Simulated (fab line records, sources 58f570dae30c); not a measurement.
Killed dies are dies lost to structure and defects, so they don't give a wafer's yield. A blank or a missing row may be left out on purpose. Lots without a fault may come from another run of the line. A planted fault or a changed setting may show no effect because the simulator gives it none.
fab line records | flow berkeley_cmos170
record lots=6 wafers=18 last_day=12
route steps=331 shown GATE@143 PLDD@145 NLDD@158
lots that met no fault: from a run of the same line without faults
start_h: hours from the record's first day to the start of the lot's first wafer shown | wait_h: hours since the lot's step before | " the same as in the row above | L1.1+2: a row that stands for several wafers | - no value, or no start given | * or withheld: withheld | < > ~ a bound
route shown NAME@n: a module of which the file shows steps, and the number in the route of the first | usual: mean/standard deviation of fault-free wafers | same: alike in all rows | chamber/n: place in a boat | sites: the reading at each site | _std_site: their standard deviation | _edge_site: outer sites' mean less inner sites' | radius_mm: how far each site lies from the wafer's centre | mask NAME#n: copy n | behind: the tool/chamber that last shaped the wafer | hold: why the lot was held/for how many hours/how that ended | device: the transistor (n, p or np) that didn't switch | end of line: the same wafers' tests at the end of the route | a step without rows: its recipe alone | killed: dies lost to structure and defects at the first sort, not the wafer's yield | map: a wafer's dies, x killed, . not, _ none there
set.NAME: the setting as run; set.NAME@STEP: as run at that earlier step | model.NAME: the simulator's own value behind a step, which no gauge read
lots at some steps of the route; a table a step, a row a wafer
services: from which hour (start_h, from the record's first day; less than 0 if before it) a tool's chamber was out of use, for how many hours, and why
## steps
# step UCB170_GATE_CD_MEAS_90
# recipe target_cd_nm=350
# usual cd_nm=350.2/1.6
# columns lot.wafer tool chamber start_h wait_h cd_nm
L563.1 cd_sem-01 - 136.57 0.1 349.2
L563.3 " - " " 348.6
L563.5 " - " " 350.1
L566.4 cd_sem-02 - 147.53 0.1 349.7
L566.5 " - " " 350.1
L566.6 " - " " 352.0
L568.1 cd_sem-02 - 157.04 0.1 349.6
L568.2 " - " " 350.3
L568.5 " - " " 350.7
L571.2 cd_sem-02 - 169.30 0.1 350.4
L571.4 " - " " 349.7
L571.6 " - " " 349.9
L582.1 cd_sem-02 - 239.44 0.1 348.7
L582.2 " - " " 348.4
L582.3 " - " " 348.3
L585.2 cd_sem-01 - 248.34 0.1 352.3
L585.4 " - " " 352.6
L585.5 " - " " 351.3
# step UCB170_GATE_CLEAN_17
# recipe chemistry=SPM temp_c=120 time_s=600
# step UCB170_PLDD_HMDS_00
# recipe prime_time_s=60 prime_temp_c=100
# step UCB170_PLDD_COAT_01
# recipe resist=KrF spin_rpm=1500 resist_thk_nm=900
# step UCB170_PLDD_SOFTBAKE_02
# recipe resist=KrF temp_c=130 time_s=60
# step UCB170_PLDD_EXPOSE_03
# recipe mask_id=PSELECT na=0.5 sigma_outer=0.6 source_shape=conventional target_cd_nm=1200 dose_mj=30
# step UCB170_PLDD_PEB_04
# recipe peb_temp_c=130 peb_time_s=withheld resist=KrF
# step UCB170_PLDD_DEVELOP_05
# recipe developer=TMAH develop_time_s=45 resist=KrF dev_temp_c=21
# step UCB170_PLDD_CD_MEAS_06
# recipe target_cd_nm=1200
# usual cd_nm=1199.6/1.6
# columns lot.wafer tool chamber start_h wait_h cd_nm
L563.1 cd_sem-01 - 138.05 - 1203.0
L563.3 " - " " 1202.9
L563.5 " - " " 1201.5
L566.4 cd_sem-01 - 149.31 - 1199.9
L566.5 " - " " 1198.8
L566.6 " - " " 1199.0
L568.1 cd_sem-01 - 158.42 - 1201.7
L568.2 " - " " 1200.6
L568.5 " - " " 1199.6
L571.2 cd_sem-02 - 170.58 - 1200.4
L571.4 " - " " 1201.5
L571.6 " - " " 1201.0
L582.1 cd_sem-01 - 241.10 - 1199.3
L582.2 " - " " 1199.3
L582.3 " - " " 1198.9
L585.2 cd_sem-02 - 249.71 - 1200.0
L585.4 " - " " 1199.9
L585.5 " - " " 1200.2
# step UCB170_PLDD_OVL_MEAS_07
# usual PLDD_OVL=-2/4.7
# columns lot.wafer tool chamber start_h wait_h PLDD_OVL[nm]
L563.1 overlay-01 - 138.18 0.1 2
L563.3 " - " " 1
L563.5 " - " " -6
L566.4 overlay-01 - 149.39 0.1 -3
L566.5 " - " " 1
L566.6 " - " " -3
L568.1 overlay-02 - 158.54 0.1 -7
L568.2 " - " " -7
L568.5 " - " " -7
L571.2 overlay-01 - 170.69 0.1 0
L571.4 " - " " 0
L571.6 " - " " -6
L582.1 overlay-01 - 241.22 0.1 -5
L582.2 " - " " -5
L582.3 " - " " -2
L585.2 overlay-01 - 249.82 0.1 -7
L585.4 " - " " -11
L585.5 " - " " -6
# step UCB170_PLDD_IMPLANT_08
# recipe species=BF2 dose_cm2=5e+13 energy_kev=10 tilt_deg=7 rotation_deg=0
# step UCB170_PLDD_IMPLANT_09
# recipe species=BF2 dose_cm2=5e+13 energy_kev=10 tilt_deg=7 rotation_deg=180
# step UCB170_PLDD_STRIP_10
# recipe chemistry=O2 power_w=400 pressure_mtorr=3500 platen_temp_c=withheld o2_flow_sccm=400 overash_fraction=0.5
# usual chamber_pressure_mTorr=3500/3.4 drypump_motor_current_A=5.5/0.5 oes_product_au=0.734/0.0045 strip_time_to_endpoint_s=21.66/0.064
# columns lot.wafer tool chamber start_h wait_h chamber_pressure_mTorr drypump_motor_current_A oes_product_au rf_hours_counter_h strip_time_to_endpoint_s model.KrF_of_PLDD_COAT_01.thk_nm
L563.1 plasma_asher-01 0 138.51 0.1 3496 6.0 0.739 48 21.55 0
L563.3 " 1 " " 3502 6.1 0.733 - 21.52 0
L563.5 " 0 " " 3499 6.1 0.736 - 21.53 0
L566.4 plasma_asher-03 1 149.74 0.1 3497 6.2 0.734 - 21.72 0
L566.5 " 1 " " 3497 6.2 0.740 - 21.72 0
L566.6 " 0 " " 3503 5.0 0.729 - 21.70 0
L568.1 plasma_asher-01 1 158.88 0.1 - - - - - 885.3
L568.2 " 0 " " - - - - - 883.7
L568.5 " 1 " " - - - - - 884.7
L571.2 plasma_asher-01 0 171.02 0.1 - - - - - 887.3
L571.4 " 1 " " - - - - - 885.8
L571.6 " 0 " " - - - - - 887
L582.1 plasma_asher-03 0 241.56 0.1 3502 5.0 0.738 12 21.54 0
L582.2 " 1 " " 3500 6.2 0.743 12 21.61 0
L582.3 " 0 " " 3495 5.0 0.740 - 21.56 0
L585.2 plasma_asher-02 1 250.15 0.1 3499 5.3 0.736 45 21.63 0
L585.4 " 1 " " 3500 5.3 0.726 - 21.59 0
L585.5 " 1 " " 3495 5.3 0.734 - 21.60 0
# step UCB170_PLDD_TW_MEAS_11
# usual PLDD_TW=1016/4.8
# columns lot.wafer tool chamber start_h wait_h PLDD_TW
L563.1 film_metro-04 - 138.61 0.1 1025
L563.3 " - " " 1023
L563.5 " - " " 1016
L566.4 film_metro-02 - 149.84 0.1 1013
L566.5 " - " " 1016
L566.6 " - " " 1012
L568.1 film_metro-02 - 158.98 0.1 1017
L568.2 " - " " 1015
L568.5 " - " " 1011
L571.2 film_metro-03 - 171.13 0.1 1019
L571.4 " - " " 1020
L571.6 " - " " 1021
L582.1 film_metro-02 - 241.66 0.1 1007
L582.2 " - " " 1011
L582.3 " - " " 1013
L585.2 film_metro-03 - 250.26 0.1 1018
L585.4 " - " " 1022
L585.5 " - " " 1020
# step UCB170_PLDD_CLEAN_12
# recipe chemistry=SPM temp_c=120 time_s=600
# step UCB170_NLDD_HMDS_00
# recipe prime_time_s=60 prime_temp_c=100
# step UCB170_NLDD_COAT_01
# recipe resist=KrF spin_rpm=1500 resist_thk_nm=900
# step UCB170_NLDD_SOFTBAKE_02
# recipe resist=KrF temp_c=130 time_s=60
# step UCB170_NLDD_EXPOSE_03
# recipe mask_id=NSELECT na=0.5 sigma_outer=0.6 source_shape=conventional target_cd_nm=1200 dose_mj=30
# step UCB170_NLDD_PEB_04
# recipe peb_temp_c=130 peb_time_s=withheld resist=KrF
# step UCB170_NLDD_DEVELOP_05
# recipe developer=TMAH develop_time_s=45 resist=KrF dev_temp_c=21
# step UCB170_NLDD_CD_MEAS_06
# recipe target_cd_nm=1200
# usual cd_nm=1199.7/1.2
# columns lot.wafer tool chamber start_h wait_h cd_nm
L563.1 cd_sem-01 - 139.69 - 1199.3
L563.3 " - " " 1198.1
L563.5 " - " " 1199.5
L566.4 cd_sem-01 - 152.68 - 1200.3
L566.5 " - " " 1200.4
L566.6 " - " " 1200.2
L568.1 cd_sem-01 - 160.48 - 1200.9
L568.2 " - " " 1199.9
L568.5 " - " " 1200.9
L571.2 cd_sem-02 - 172.40 - 1200.5
L571.4 " - " " 1201.6
L571.6 " - " " 1200.3
L582.1 cd_sem-02 - 243.21 - 1199.9
L582.2 " - " " 1199.0
L582.3 " - " " 1198.2
L585.2 cd_sem-01 - 251.62 - 1200.2
L585.4 " - " " 1197.7
L585.5 " - " " 1199.0
# step UCB170_NLDD_OVL_MEAS_07
# usual NLDD_OVL=-1/5
# columns lot.wafer tool chamber start_h wait_h NLDD_OVL[nm]
L563.1 overlay-01 - 139.81 0.1 -8
L563.3 " - " " -17
L563.5 " - " " -11
L566.4 overlay-01 - 152.76 0.1 -1
L566.5 " - " " -7
L566.6 " - " " -2
L568.1 overlay-02 - 160.60 0.1 -6
L568.2 " - " " 4
L568.5 " - " " 7
L571.2 overlay-01 - 172.50 0.1 -3
L571.4 " - " " 0
L571.6 " - " " -3
L582.1 overlay-02 - 243.33 0.1 6
L582.2 " - " " 4
L582.3 " - " " 3
L585.2 overlay-02 - 251.73 0.1 0
L585.4 " - " " -4
L585.5 " - " " -8
# step UCB170_NLDD_IMPLANT_08
# recipe species=As dose_cm2=5e+13 energy_kev=30 tilt_deg=7 rotation_deg=0
# step UCB170_NLDD_IMPLANT_09
# recipe species=As dose_cm2=5e+13 energy_kev=30 tilt_deg=7 rotation_deg=180
# step UCB170_NLDD_STRIP_10
# recipe chemistry=O2 power_w=400 pressure_mtorr=3500 platen_temp_c=withheld o2_flow_sccm=400 overash_fraction=0.5
# usual chamber_pressure_mTorr=3500/3.1 drypump_motor_current_A=5.7/0.4 oes_product_au=0.734/0.0047 strip_time_to_endpoint_s=21.67/0.078
# columns lot.wafer tool chamber start_h wait_h chamber_pressure_mTorr drypump_motor_current_A oes_product_au rf_hours_counter_h strip_time_to_endpoint_s
L563.1 plasma_asher-04 1 140.15 0.1 3501 5.3 0.732 37 21.72
L563.3 " 1 " " 3502 5.3 0.738 - 21.69
L563.5 " 1 " " 3497 5.3 0.738 - 21.72
L566.4 plasma_asher-04 1 153.11 0.1 3504 5.3 0.733 - 21.56
L566.5 " 1 " " 3500 5.3 0.738 - 21.62
L566.6 " 0 " " 3499 5.6 0.741 - 21.62
L568.1 plasma_asher-01 0 160.93 0.1 3505 6.1 0.743 50 47.84
L568.2 " 1 " " 3504 6.1 0.735 50 47.74
L568.5 " 0 " " 3503 6.1 0.739 - 47.84
L571.2 plasma_asher-04 1 172.83 0.1 3499 5.3 0.738 41 47.91
L571.4 " 0 " " 3501 5.6 0.740 - 47.84
L571.6 " 0 " " 3504 5.6 0.740 - 47.94
L582.1 plasma_asher-01 1 243.66 0.1 3500 6.1 0.726 58 21.62
L582.2 " 0 " " 3503 6.1 0.740 58 21.61
L582.3 " 1 " " 3499 6.1 0.742 - 21.60
L585.2 plasma_asher-01 0 252.06 0.1 3500 6.1 0.734 60 21.73
L585.4 " 0 " " 3503 6.1 0.732 - 21.73
L585.5 " 1 " " 3499 6.1 0.736 - 21.67
# step UCB170_NLDD_TW_MEAS_11
# usual NLDD_TW=2232/11
# columns lot.wafer tool chamber start_h wait_h NLDD_TW
L563.1 film_metro-03 - 140.25 0.1 2240
L563.3 " - " " 2242
L563.5 " - " " 2230
L566.4 film_metro-03 - 153.21 0.1 2254
L566.5 " - " " 2257
L566.6 " - " " 2237
L568.1 film_metro-04 - 161.03 0.1 30
L568.2 " - " " 30
L568.5 " - " " 30
L571.2 film_metro-02 - 172.94 0.1 30
L571.4 " - " " 30
L571.6 " - " " 30
L582.1 film_metro-03 - 243.76 0.1 2238
L582.2 " - " " 2248
L582.3 " - " " 2241
L585.2 film_metro-02 - 252.20 0.1 2220
L585.4 " - " " 2210
L585.5 " - " " 2222
# step UCB170_NLDD_CLEAN_12
# recipe chemistry=SPM temp_c=120 time_s=600
## services
# columns tool chamber start_h hours kind
plasma_asher-01 - 116.88 0.9 repair
plasma_asher-03 0 117.75 - clean
plasma_asher-03 1 117.75 - clean
plasma_asher-02 - 202.30 3.2 repair
plasma_asher-03 - 248.39 6.6 repair
plasma_asher-01 - 249.16 1.2 repair
plasma_asher-03 - 250.81 5.1 repair
## key
first_sign step=UCB170_PLDD_STRIP_10 reading=tool_record direction=missing
effect step=UCB170_NLDD_STRIP_10 reading=strip_time_to_endpoint_s direction=up sigmas=99+ usual=* struck=*
effect step=UCB170_NLDD_TW_MEAS_11 reading=NLDD_TW direction=down sigmas=99+ usual=2232 struck=30
model_effect step=UCB170_PLDD_STRIP_10 value=KrF_of_PLDD_COAT_01.thk_nm without=0 struck=885.6
met_at UCB170_PLDD_STRIP_10
struck_wafers L568.1,L568.2,L568.5,L571.2,L571.4,L571.6
sort_left_out L568.1,L568.2,L568.5,L571.2,L571.4,L571.6
tester_left_out L568,L571
onset_between 138.51 158.88
fault kind=skipped_step_whole tool=plasma_asher-01 chamber=- onset_h=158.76 steps=UCB170_PLDD_STRIP_10 scope=struck_lots_only
# tester_left_out: of these lots the tester's yield and bins aren't shown, on N5 and GAA mostly nor the transistor test; their killed dies are dies lost to structure and defects alone, not to doping, threshold or leakage, so they don't give the yield
# sort_left_out: the simulated sort isn't trusted on such a fault, so these wafers' sort isn't shown, and their yield isn't known
